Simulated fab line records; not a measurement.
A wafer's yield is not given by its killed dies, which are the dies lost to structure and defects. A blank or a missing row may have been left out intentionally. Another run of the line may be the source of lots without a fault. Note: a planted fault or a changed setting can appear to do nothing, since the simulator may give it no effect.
Which of the tools did it? -- flow berkeleyCmos170 -- 14 lots with 42 wafers sampled at 4 steps, on a route of 331 steps

## WHAT EACH GAUGE READ, for each wafer
UCB170_FIELD_THK_MEAS_02.
lot,measured,on,FIELD_OXIDE_THK (nm)
L874,day 4 12:56,filmMetro-01,554 546 553
L876,day 4 17:17,filmMetro-02,546 546 552
L875,day 4 17:18,filmMetro-04,567 570 569
L886,day 6 11:17,filmMetro-02,550 558 562
L885,day 6 11:20,filmMetro-01,558 556 562
L887,day 6 23:56,filmMetro-01,549 547 553
L889,day 7 10:48,filmMetro-02,559 558 550
L891,day 8 04:53,filmMetro-04,553 560 569
L892,day 8 11:05,filmMetro-01,558 551 565
L894,day 8 11:05,filmMetro-02,558 542 555
L893,day 8 11:07,filmMetro-04,581 586 580
L895,day 9 02:59,filmMetro-04,574 566 563
L896,day 9 11:13,filmMetro-04,552 556 562
L897,day 9 11:14,filmMetro-02,554 545 557

UCB170_V1_BOW_MEAS_03.
lot,measured,on,V1_BOW (um)
L874,day 7 01:54,filmMetro-03,12 13 13
L876,day 7 06:32,filmMetro-04,20 27 17
L875,day 7 06:15,filmMetro-03,32 26 24
L886,day 9 13:09,filmMetro-03,10 27
L885,day 9 13:23,filmMetro-04,19 17
L887,day 9 21:02,filmMetro-04,31 12 18
L889,day 10 03:08,filmMetro-04,12 15 35
L891,day 10 23:40,filmMetro-04,18 15 18
L892,day 11 05:14,filmMetro-03,15 12 8
L894,day 11 05:32,filmMetro-01,21 6 26
L893,day 11 05:17,filmMetro-04,21 28 26
L895,day 12 03:32,filmMetro-04,34 21 30
L896,day 12 11:26,filmMetro-03,22 10 7
L897,day 12 11:29,filmMetro-04,14 12 13

UCB170_V2_CD_MEAS_12 targets a cd of 700 nm.
lot,measured,on,cdNm (nm)
L874,day 7 09:38,cdSem-01,701.3 700.7 700.8
L876,day 7 16:10,cdSem-02,702.1 702.1 703.3
L875,day 7 14:49,cdSem-01,697.9 698.0 697.9
L886,day 9 20:01,cdSem-01,701.1 700.1
L885,day 9 20:23,cdSem-02,699.1 699.9
L887,day 10 03:23,cdSem-02,702.7 702.7 702.1
L889,day 10 09:40,cdSem-02,701.0 701.4 700.7
L891,day 11 07:37,cdSem-02,700.2 701.5 700.5
L892,day 11 11:55,cdSem-02,701.0 701.8 700.7
L894,day 11 12:47,cdSem-01,699.6 699.5 700.3
L893,day 11 12:12,cdSem-01,701.4 700.7 701.5
L895,day 12 10:50,cdSem-01,703.6 703.1 702.6
L896,day 12 18:42,cdSem-02,699.8 700.0 699.3
L897,day 12 19:05,cdSem-02,700.5 700.5 701.6

## WHICH TOOL RAN EACH LOT (tool, then ch and the chambers of the sampled wafers, then the start)
lot,UCB170_CONTACT_ETCH_18
L874,"rieDiel-04 ch 0,1,3, day 6 16:00"
L876,"rieDiel-04 ch 1,3, day 7 01:00"
L875,"rieDiel-04 ch 1,3, day 6 23:00"
L886,"rieDiel-03 ch 0,2, day 9 01:00"
L885,"rieDiel-03 ch 0,2,3, day 9 01:00"
L887,"rieDiel-04 ch 0,1,2, day 9 12:00"
L889,"rieDiel-01 ch 0,3, day 9 20:00"
L891,"rieDiel-04 ch 0,1,3, day 10 16:00"
L892,"rieDiel-04 ch 0,1,2, day 10 21:00"
L894,"rieDiel-04 ch 0,2,3, day 10 23:00"
L893,"rieDiel-01 ch 0,1,2, day 10 22:00"
L895,"rieDiel-04 ch 0,3, day 11 20:00"
L896,"rieDiel-04 ch 1,2, day 12 00:00"
L897,"rieDiel-01 ch 1,2, day 12 02:00"
- UCB170_CONTACT_ETCH_18: etches PSG in CHF3/CF4/Ar, stops on TiSi2, target depth 840 nm, time 195 s.

## AS READ BY THE TOOLS THEMSELVES (means over the sampled wafers that have a number; for cases with no such wafer, the mark the record gives instead)
UCB170_CONTACT_ETCH_18.
lot,tool,cf4FlowSccm (sccm),drypumpMotorCurrentA (A),oesProductAu (a.u.),runLengthS (s),throttleValvePct (%)
L874,rieDiel-04,15.05,5.8,0.896,223.3,6.92
L876,rieDiel-04,15.02,5.6,0.894,223.6,6.93
L875,rieDiel-04,15.01,5.6,0.891,223.4,6.93
L886,rieDiel-03,15.00,5.7,1.004,193.6,6.72
L885,rieDiel-03,14.97,6.0,1.012,193.7,6.82
L887,rieDiel-04,15.00,5.8,0.892,223.7,6.88
L889,rieDiel-01,14.96,5.7,0.897,223.7,6.79
L891,rieDiel-04,15.03,5.8,0.893,223.2,6.92
L892,rieDiel-04,15.01,5.8,0.891,223.4,6.89
L894,rieDiel-04,14.90,5.6,0.899,223.6,6.87
L893,rieDiel-01,14.99,5.4,0.906,223.1,6.86
L895,rieDiel-04,14.98,6.0,0.897,223.3,6.90
L896,rieDiel-04,14.96,5.4,0.900,223.7,6.87
L897,rieDiel-01,14.95,5.7,0.909,222.8,6.78

## THE ANSWER, worked out from the rows above alone
Rule: what is usual is taken from the lots themselves. The widest of any qualifying gaps counts: lots, ordered by their means at a reading, are off when they make up no more than a third of the lots, leave a main group of 4 or more, and stand apart from it by 3 or more times the standard deviation of that group's means. Not used: any main group whose means are identical at the precision the tables above print for the reading. A lot without any number at a reading at which 4 lots or more have one is off too. All remaining lots with rows at the step are treated as sound. The gauges are gone through in route order, then the tools' own readings, and for those a lot's mean is taken as printed above. At the first step where some lot is off, the reading lying furthest off is the one used; lots without a number count as furthest.
Off: L886, L885, at UCB170_CONTACT_ETCH_18 (runLengthS). The main group: mean 223.4 s, standard deviation 0.27.
If a tool, at that step or one of the process steps before it, ran each lot that is off and ran no sound lot following the first of them, it fits. One fits: UCB170_CONTACT_ETCH_18 on rieDiel-03. It ran no sound lot before its first lot that is off in this sample, so the start can't be narrowed down.
The tool's own readings at UCB170_CONTACT_ETCH_18 bear it out: on the lots that are off they differ by more than 5 times the standard deviation of the sound lots' means. oesProductAu reads 1.008 a.u. there against 0.897 a.u. on the sound lots; runLengthS reads 193.6 s there against 223.4 s on the sound lots.

## WHAT THE SIMULATOR HAD INSERTED
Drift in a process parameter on rieDiel-03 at UCB170_CONTACT_ETCH_18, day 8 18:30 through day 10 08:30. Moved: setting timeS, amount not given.
Shown lots that were struck: L886, L885. The rule above found the same.
